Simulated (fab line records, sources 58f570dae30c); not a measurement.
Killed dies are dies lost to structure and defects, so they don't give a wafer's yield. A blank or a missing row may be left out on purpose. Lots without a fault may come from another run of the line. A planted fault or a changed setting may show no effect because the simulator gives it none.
Which tool did it? | flow berkeley_cmos170 | 7 lots, 21 wafers sampled, at 3 steps of a route of 331

WHAT THE GAUGES READ, wafer by wafer
UCB170_M3_CD_MEAS_90: target cd 700 nm.
lot  | measured     | on        | cd_nm (nm)
L441 | day 8 09:44  | cd_sem-01 | 706 704 705
L443 | day 8 16:48  | cd_sem-01 | 702 704 704
L445 | day 9 11:08  | cd_sem-01 | 704 708 703
L447 | day 9 17:47  | cd_sem-01 | 700 708 702
L452 | day 10 18:51 | cd_sem-01 | 703 720 721
L456 | day 11 17:17 | cd_sem-02 | 702 704 701
L459 | day 12 11:35 | cd_sem-02 | 696 696 699

WHICH TOOL RAN EACH LOT (tool, then ch and the chambers of the sampled wafers, then the start)
lot  | UCB170_M3_METAL_ETCH_18           | UCB170_M3_STRIP_19
L441 | rie_metal-01 ch 0, day 8 09:26    | plasma_asher-02 ch 0,1, day 8 09:37
L443 | rie_metal-01 ch 0,1, day 8 16:31  | plasma_asher-02 ch 0,1, day 8 16:42
L445 | rie_metal-03 ch 0,1, day 9 10:50  | plasma_asher-02 ch 0,1, day 9 11:00
L447 | rie_metal-01 ch 0,1, day 9 17:30  | plasma_asher-02 ch 0,1, day 9 17:41
L452 | rie_metal-01 ch 0,1, day 10 18:34 | plasma_asher-02 ch 0,1, day 10 18:45
L456 | rie_metal-03 ch 0,1, day 11 16:58 | plasma_asher-02 ch 0,1, day 11 17:08
L459 | rie_metal-04 ch 0,1, day 12 11:17 | plasma_asher-02 ch 0,1, day 12 11:29
- UCB170_M3_METAL_ETCH_18: etches Al in Cl2/BCl3, stops on SiO2, target depth 1170 nm, time 195 s.
- UCB170_M3_STRIP_19: strips in O2.

THE ANSWER, worked out from the rows above alone
Rule: what is usual is taken from the lots themselves. Put in order of their means at a reading, lots are off if they are a third of the lots or fewer, leave a main group of 4 or more, and stand apart from it by a gap of 3 or more times the standard deviation of the main group's means; of several such gaps the widest counts. A main group whose means are all the same, to the digits that the tables above print for the reading, isn't used. A lot without any number at a reading at which 4 lots or more have one is off too. The other lots that the step has rows for count as sound.
Off: L452, at UCB170_M3_CD_MEAS_90 (cd_nm). The main group: mean 703 nm, standard deviation 2.7.
A tool fits if, at a process step before that reading, it ran every lot that is off, and no sound lot after the first of them. The gauges at UCB170_M3_CD_MEAS_90 are tried like those tools. Can't be told from this: 2 tools fit, rie_metal-01 at UCB170_M3_METAL_ETCH_18, cd_sem-01 at UCB170_M3_CD_MEAS_90.

WHAT THE SIMULATOR HAD PUT IN
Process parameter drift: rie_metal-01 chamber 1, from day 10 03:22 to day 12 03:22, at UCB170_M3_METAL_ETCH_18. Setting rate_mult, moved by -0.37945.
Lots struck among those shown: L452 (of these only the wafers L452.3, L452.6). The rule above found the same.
